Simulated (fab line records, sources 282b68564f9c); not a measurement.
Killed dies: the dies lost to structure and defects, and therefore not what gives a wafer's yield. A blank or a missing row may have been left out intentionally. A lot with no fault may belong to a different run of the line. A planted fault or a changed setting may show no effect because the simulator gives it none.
Which tool is to blame? + flow ritCmos + 45 wafers from 15 lots sampled at 5 of the route's 202 steps

== WHAT THE GAUGES SHOWED, per wafer ==
RIT_PWELL_OVL_MEAS_06.
| lot  | measured    | on         | PWELL_OVL (nm)    |
|------|-------------|------------|-------------------|
| L239 | day 1 22:48 | overlay-02 | 2.2 2.0 3.8       |
| L240 | day 2 03:46 | overlay-02 | -1.1 -3.1 -2.6    |
| L241 | day 2 09:14 | overlay-02 | -1.1 -0.2 -1.0    |
| L243 | day 2 19:55 | overlay-02 | 0.1 -2.3 -0.9     |
| L244 | day 3 00:12 | overlay-02 | 0.3 0.4 0.0       |
| L246 | day 3 09:43 | overlay-01 | 1.8 3.6 -0.1      |
| L247 | day 3 13:49 | overlay-02 | 1.9 1.1 1.5       |
| L248 | day 3 20:24 | overlay-02 | 0.9 0.8 -0.8      |
| L249 | day 3 23:44 | overlay-01 | -2.4 -1.2 -0.8    |
| L250 | day 4 04:59 | overlay-02 | -0.4 0.5 -1.1     |
| L252 | day 4 15:41 | overlay-01 | 241.1 240.7 241.6 |
| L254 | day 5 01:35 | overlay-01 | 240.4 240.7 241.1 |
| L256 | day 5 11:10 | overlay-01 | 237.9 238.4 237.6 |
| L259 | day 6 02:09 | overlay-01 | 0.8 2.2 0.2       |
| L262 | day 6 17:13 | overlay-01 | 3.7 3.1 1.4       |

RIT_PLDD_OVL_MEAS_06.
| lot  | measured    | on         | PLDD_OVL (nm)  |
|------|-------------|------------|----------------|
| L239 | day 2 21:52 | overlay-02 | -1.8 -1.5 -2.2 |
| L240 | day 2 23:57 | overlay-01 | 0.3 1.4 1.2    |
| L241 | day 3 06:41 | overlay-01 | 1.0 0.5 1.0    |
| L243 | day 3 16:29 | overlay-02 | 3.0 1.4 3.3    |
| L244 | day 3 20:28 | overlay-01 | 0.7 0.6 0.5    |
| L246 | day 4 06:44 | overlay-01 | 0.8 -0.4 -1.7  |
| L247 | day 4 10:41 | overlay-01 | 0.1 -0.7 0.7   |
| L248 | day 4 16:57 | overlay-01 | -1.2 0.9 -2.2  |
| L249 | day 4 20:38 | overlay-01 | 2.1 0.6 0.2    |
| L250 | day 5 01:53 | overlay-01 | -0.9 -2.1 -1.5 |
| L252 | day 5 12:38 | overlay-01 | 0.5 0.9 0.8    |
| L254 | day 5 21:57 | overlay-01 | 4.5 3.2 3.2    |
| L256 | day 6 08:40 | overlay-01 | -2.9 -3.0 -2.6 |
| L259 | day 7 00:14 | overlay-01 | -2.1 -1.8 -0.6 |
| L262 | day 7 13:04 | overlay-01 | 0.2 0.2 1.4    |

RIT_SDANNEAL_RS_MEAS_04: measurement is done with a four-point probe.
| lot  | measured    | on           | PSD_RS (ohm/sq)      |
|------|-------------|--------------|----------------------|
| L239 | day 3 04:31 | filmMetro-02 | 116.35 116.31 116.43 |
| L240 | day 3 06:24 | filmMetro-02 | 116.19 116.21 116.01 |
| L241 | day 3 13:01 | filmMetro-02 | 116.44 116.49 116.23 |
| L243 | day 3 23:14 | filmMetro-02 | 116.03 116.07 116.14 |
| L244 | day 4 02:55 | filmMetro-01 | 116.23 115.94 116.23 |
| L246 | day 4 13:08 | filmMetro-02 | 116.03 115.85 116.11 |
| L247 | day 4 17:20 | filmMetro-02 | 116.32 116.16 116.75 |
| L248 | day 4 23:34 | filmMetro-03 | 116.02 116.17 115.95 |
| L249 | day 5 04:04 | filmMetro-03 | 116.26 116.47 116.27 |
| L250 | day 5 09:04 | filmMetro-03 | 115.95 116.11 116.37 |
| L252 | day 5 19:08 | filmMetro-02 | 116.46 116.17 116.19 |
| L254 | day 6 04:17 | filmMetro-03 | 115.47 115.84 115.27 |
| L256 | day 6 15:02 | filmMetro-03 | 115.99 115.88 115.83 |
| L259 | day 7 06:51 | filmMetro-03 | 115.81 116.15 116.07 |
| L262 | day 7 19:44 | filmMetro-02 | 116.42 116.45 116.58 |

== WHAT TOOL EACH LOT RAN ON (gives the tool, then ch and the chambers of the sampled wafers, and finally the start) ==
| lot  | RIT_PWELL_EXPOSE_03               | RIT_PWELL_STRIP_09                 |
|------|-----------------------------------|------------------------------------|
| L239 | ilineStepper-02 ch 0, day 1 22:23 | plasmaAsher-03 ch 0,1, day 1 23:17 |
| L240 | ilineStepper-02 ch 0, day 2 03:20 | plasmaAsher-03 ch 0,1, day 2 04:12 |
| L241 | ilineStepper-01 ch 0, day 2 08:48 | plasmaAsher-03 ch 0,1, day 2 09:40 |
| L243 | ilineStepper-02 ch 0, day 2 19:29 | plasmaAsher-04 ch 0,1, day 2 20:20 |
| L244 | ilineStepper-01 ch 0, day 2 23:47 | plasmaAsher-03 ch 0,1, day 3 00:38 |
| L246 | ilineStepper-01 ch 0, day 3 09:18 | plasmaAsher-03 ch 0,1, day 3 10:11 |
| L247 | ilineStepper-01 ch 0, day 3 13:23 | plasmaAsher-03 ch 0,1, day 3 14:14 |
| L248 | ilineStepper-02 ch 0, day 3 20:00 | plasmaAsher-03 ch 0,1, day 3 20:53 |
| L249 | ilineStepper-02 ch 0, day 3 23:19 | plasmaAsher-03 ch 0, day 4 00:11   |
| L250 | ilineStepper-02 ch 0, day 4 04:32 | plasmaAsher-03 ch 0,1, day 4 05:29 |
| L252 | ilineStepper-01 ch 0, day 4 15:17 | plasmaAsher-04 ch 0,1, day 4 16:10 |
| L254 | ilineStepper-01 ch 0, day 5 01:09 | plasmaAsher-02 ch 0,1, day 5 02:01 |
| L256 | ilineStepper-01 ch 0, day 5 10:44 | plasmaAsher-02 ch 0,1, day 5 11:39 |
| L259 | ilineStepper-02 ch 0, day 6 01:37 | plasmaAsher-04 ch 0,1, day 6 02:35 |
| L262 | ilineStepper-02 ch 0, day 6 16:47 | plasmaAsher-03 ch 0,1, day 6 17:39 |
- RIT_PWELL_EXPOSE_03: exposes mask M3, target cd 43700 nm.
- RIT_PWELL_STRIP_09: strips in O2, time 180 s.

== AS READ BY THE TOOLS THEMSELVES (means over the sampled wafers that have a number; for cases with no such wafer, the mark the record gives instead) ==
RIT_PWELL_EXPOSE_03.
| lot  | tool            | exposureDoseMJCm2 | focusOffsetNm (nm) |
|------|-----------------|-------------------|--------------------|
| L239 | ilineStepper-02 | 249.84            | 0.6                |
| L240 | ilineStepper-02 | 250.03            | -0.2               |
| L241 | ilineStepper-01 | 250.13            | 0.1                |
| L243 | ilineStepper-02 | 249.91            | 0.2                |
| L244 | ilineStepper-01 | 249.79            | 0.3                |
| L246 | ilineStepper-01 | 249.79            | -0.3               |
| L247 | ilineStepper-01 | 249.85            | 0.0                |
| L248 | ilineStepper-02 | 250.04            | 0.0                |
| L249 | ilineStepper-02 | 250.15            | 0.2                |
| L250 | ilineStepper-02 | 249.94            | -0.7               |
| L252 | ilineStepper-01 | 250.50            | -0.6               |
| L254 | ilineStepper-01 | 249.86            | -0.2               |
| L256 | ilineStepper-01 | 250.16            | -0.1               |
| L259 | ilineStepper-02 | 250.22            | -0.3               |
| L262 | ilineStepper-02 | 249.85            | -0.3               |

RIT_PWELL_STRIP_09.
| lot  | tool           | drypumpMotorCurrentA (A) |
|------|----------------|--------------------------|
| L239 | plasmaAsher-03 | 5.2                      |
| L240 | plasmaAsher-03 | 5.2                      |
| L241 | plasmaAsher-03 | 5.7                      |
| L243 | plasmaAsher-04 | 5.7                      |
| L244 | plasmaAsher-03 | 5.7                      |
| L246 | plasmaAsher-03 | 5.6                      |
| L247 | plasmaAsher-03 | 5.2                      |
| L248 | plasmaAsher-03 | 5.2                      |
| L249 | plasmaAsher-03 | 4.7                      |
| L250 | plasmaAsher-03 | 5.2                      |
| L252 | plasmaAsher-04 | 5.9                      |
| L254 | plasmaAsher-02 | 5.6                      |
| L256 | plasmaAsher-02 | 5.6                      |
| L259 | plasmaAsher-04 | 6.0                      |
| L262 | plasmaAsher-03 | 5.2                      |

== THE ANSWER, worked out from the rows above alone ==
Rule: the usual values come from the lots themselves. The widest of any qualifying gaps counts: lots, ordered by their means at a reading, are off when they make up no more than a third of the lots, leave a main group of 4 or more, and stand apart from it by 3 or more times the standard deviation of that group's means. The tables above print the reading to a certain number of digits; a main group whose means all agree to those digits is not used. Also off: a lot with no number at a reading for which 4 or more lots have one. The other lots that the step has rows for count as sound. After the gauges, taken in route order, come the tools' own readings; for these a lot's mean is taken, as printed above. At the first step where some lot is off, the reading lying furthest off is the one used; lots without a number count as furthest.
Off: L252, L254, L256, seen at RIT_PWELL_OVL_MEAS_06 (PWELL_OVL). Mean 0.4 nm and standard deviation 1.5 in the main group.
A tool fits if, at a process step before that reading, it ran every lot that is off, and no sound lot after the first of them. Gauges at RIT_PWELL_OVL_MEAS_06: tried the same way as those tools. One fits: ilineStepper-01 at RIT_PWELL_EXPOSE_03. Its last sound lot is L247 (day 3 13:23), its first lot that is off L252 (day 4 15:17): a fault that began between those two fits.

== WHAT THE SIMULATOR HAD PUT IN ==
Scanner matching overlay: ilineStepper-01, from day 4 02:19 on, at RIT_PWELL_EXPOSE_03. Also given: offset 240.
Lots struck among those shown: L252, L254, L256. The rule above found the same.
